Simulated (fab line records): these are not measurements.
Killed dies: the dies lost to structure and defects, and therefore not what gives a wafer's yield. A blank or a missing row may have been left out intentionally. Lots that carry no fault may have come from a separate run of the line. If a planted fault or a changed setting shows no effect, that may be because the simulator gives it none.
The tool behind it: which one? :: flow berkeley_cmos170 :: 7 lots, 21 wafers sampled, at 1 step of a route of 331

## WHAT EACH GAUGE READ, for each wafer
UCB170_NWELL_THK_MEAS_02.
lot: L466
measured: day 2 17:08
on: film_metro-02
NWELL_OXIDE_THK (nm): 26.3 25.8 25.8

lot: L470
measured: day 3 03:35
on: film_metro-03
NWELL_OXIDE_THK (nm): 26.1 26.1 26.4

lot: L475
measured: day 4 06:15
on: film_metro-02
NWELL_OXIDE_THK (nm): 27.3 26.6 27.1

lot: L478
measured: day 5 03:46
on: film_metro-03
NWELL_OXIDE_THK (nm): 27.1 26.8 27.0

lot: L481
measured: day 5 09:23
on: film_metro-03
NWELL_OXIDE_THK (nm): 26.9 26.8 26.8

lot: L485
measured: day 6 10:15
on: film_metro-02
NWELL_OXIDE_THK (nm): 26.7 27.3 26.6

lot: L487
measured: day 6 17:27
on: film_metro-03
NWELL_OXIDE_THK (nm): 26.2 26.0 26.1

## WHAT TOOL EACH LOT RAN ON (gives the tool, then ch and the chambers of the sampled wafers, and finally the start)
There is no process step in the record ahead of these readings.

## THE ANSWER, worked out from the rows above alone
Rule: usual is defined by the lots themselves. Put in order of their means at a reading, lots are off if they are a third of the lots or fewer, leave a main group of 4 or more, and stand apart from it by a gap of 3 or more times the standard deviation of the main group's means; of several such gaps the widest counts. The tables above print the reading to a certain number of digits; a main group whose means all agree to those digits is not used. A lot without any number at a reading at which 4 lots or more have one is off too. Any other lot the step has rows for is counted as sound.
No lot is off at any reading shown: from this, nothing can be told.

## WHAT THE SIMULATOR HAD PUT IN
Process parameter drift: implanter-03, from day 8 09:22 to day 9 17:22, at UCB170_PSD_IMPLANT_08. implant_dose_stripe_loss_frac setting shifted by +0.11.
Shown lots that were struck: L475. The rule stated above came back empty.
